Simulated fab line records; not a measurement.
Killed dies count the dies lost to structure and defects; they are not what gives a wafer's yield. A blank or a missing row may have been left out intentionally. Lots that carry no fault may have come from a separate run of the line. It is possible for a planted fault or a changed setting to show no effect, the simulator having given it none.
Matching of chambers / flow berkeley-cmos170 / UCB170_M2_ETCH_17 on rie-diel-04: 4 sister chambers
The step etches BARC in N2/H2. 4 wafers are shown with their chamber, then 7 later ones without.

## WAFERS, EACH WITH ITS CHAMBER
wafer=L309.1; chamber=0; throttle-valve-pct (%)=12.96
wafer=L309.5; chamber=1; throttle-valve-pct (%)=13.16
wafer=L312.3; chamber=2; throttle-valve-pct (%)=13.41
wafer=L312.4; chamber=3; throttle-valve-pct (%)=13.44

## WAFERS MISSING THEIR CHAMBER
wafer=L312.5; throttle-valve-pct (%)=13.43
wafer=L314.2; throttle-valve-pct (%)=12.97
wafer=L314.5; throttle-valve-pct (%)=13.43
wafer=L314.6; throttle-valve-pct (%)=13.40
wafer=L326.1; throttle-valve-pct (%)=12.96
wafer=L326.4; throttle-valve-pct (%)=13.45
wafer=L326.5; throttle-valve-pct (%)=12.97

## THE CHAMBER EACH PASSED THROUGH
wafer=L312.5; from the rows above=can't be placed: 3 or 2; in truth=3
wafer=L314.2; from the rows above=0; in truth=0
wafer=L314.5; from the rows above=can't be placed: 3 or 2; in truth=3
wafer=L314.6; from the rows above=2; in truth=2
wafer=L326.1; from the rows above=0; in truth=0
wafer=L326.4; from the rows above=3; in truth=3
wafer=L326.5; from the rows above=0; in truth=0
Correctly placed: 5 of 7. From these rows, 2 cannot be placed; in 2 the true chamber is one of the candidates. Placed wrongly: 0.
How it was worked out, from the rows above alone: a wafer's distance from a chamber is the root of the sum, over the readings, of the square of ((its reading less the chamber's mean) divided by the reading's scatter). The wafer belongs to the nearest chamber; if the next one is less than 2 further off, it can't be placed. The mean given for a chamber averages the wafers shown for that chamber. The scatter: root of mean squared gap, hidden wafer to nearest shown wafer, with one shown wafer a chamber.
